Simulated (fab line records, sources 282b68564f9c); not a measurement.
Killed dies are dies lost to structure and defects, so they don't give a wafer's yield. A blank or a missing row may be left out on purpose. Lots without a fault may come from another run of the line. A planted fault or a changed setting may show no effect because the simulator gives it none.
One fault seen from 2 desks | flow rit_cmos | each desk has only its own numbers; what lay behind them comes last

THE METROLOGY DESK
What the gauges read, lot by lot, whatever tool the lot ran on: means of the sampled wafers that have a number. A lot is out of limits, marked OUT, if its mean lies more than 4 standard deviations from the usual mean; the brackets give that distance.
Columns: A = PLDD_OVL at RIT_PLDD_OVL_MEAS_06, usual 0.6 nm; B = PLDD_TW at RIT_PLDD_TW_MEAS_10, usual 2393; C = PSD_TW at RIT_PSD_TW_MEAS_10, usual 3494; D = PLDD_RS at RIT_SDANNEAL_RS_MEAS_06, usual 177.8 ohm/sq
lot  | first seen here | A    | B              | C    | D
L955 | day 2 18:35     | 0.7  | 2414           | 3464 | 178.1
L956 | day 3 00:41     | 0.4  | 2379           | 3518 | 178.5
L957 | day 3 09:14     | 1.6  | 2411           | 3521 | 177.8
L958 | day 3 11:25     | 0.4  | 2390           | 3459 | 177.4
L959 | day 3 15:37     | 1.4  | 2420           | 3477 | 177.2
L960 | day 3 20:49     | 2.3  | 2379           | 3512 | 177.6
L963 | day 4 12:44     | 1.3  | 2610 (+14) OUT | 3465 | 159.5 (-37) OUT
L966 | day 5 03:38     | 0.1  | 2610 (+14) OUT | 3500 | 160.1 (-36) OUT
L967 | day 5 10:20     | 1.0  | 2409           | 3504 | 177.9
L968 | day 5 16:53     | 1.4  | 2637 (+15) OUT | 3493 | 159.0 (-38) OUT
L973 | day 6 18:08     | 0.8  | 2383           | 3487 | 177.5
L974 | day 6 19:55     | 1.4  | 2378           | 3489 | 178.1
L975 | day 7 02:32     | -0.6 | 2380           | 3499 | 178.4
L976 | day 7 04:52     | 1.1  | 2391           | 3516 | 177.5
L978 | day 7 14:58     | -1.1 | 2401           | 3485 | 178.0
This desk's finding: out of limits on L963, L966, L968; first on L963, day 4 13:14 (PLDD_TW at RIT_PLDD_TW_MEAS_10). In limits: L955, L956, L957, L958, L959, L960, L967, L973, L974, L975, L976, L978.

THE TOOL OWNER'S DESK: implanter-02
The tool's own readings at RIT_PLDD_IMPLANT_08: means of the sampled wafers that have a number, for each lot that ran on this tool. A lot is out of limits, marked OUT, if its mean lies more than 4 standard deviations from the usual mean; the brackets give that distance.
Columns: A = beam_on_s at RIT_PLDD_IMPLANT_08, usual 10.02 s; B = faraday_current_uA at RIT_PLDD_IMPLANT_08, usual 2816
lot  | first seen here | A               | B
L960 | day 3 21:00     | 10.16           | 2775
L963 | day 4 12:56     | 14.19 (+21) OUT | 1994 (-15) OUT
L966 | day 5 03:50     | 14.37 (+22) OUT | 1966 (-15) OUT
L968 | day 5 17:06     | 14.28 (+21) OUT | 1976 (-15) OUT
This desk's finding: out of limits on L963, L966, L968; first on L963, day 4 12:56 (beam_on_s at RIT_PLDD_IMPLANT_08). In limits: L960.

PUT TOGETHER
The tool owner's desk could have raised an alarm at day 4 12:56, on L963, L966, L968.
The metrology desk could have raised an alarm at day 4 13:14, on L963, L966, L968.
Of the lots named, all ran RIT_PLDD_IMPLANT_08 on implanter-02.

WHAT THE SIMULATOR HAD PUT IN
Process parameter drift: implanter-02, from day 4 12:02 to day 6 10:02, at RIT_PLDD_IMPLANT_08. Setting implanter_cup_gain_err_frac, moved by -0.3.
Lots struck among those shown: L963, L966, L968.
Hours from the fault's start to each desk's first reading out of limits: the tool owner's desk, 1; the metrology desk, 1.
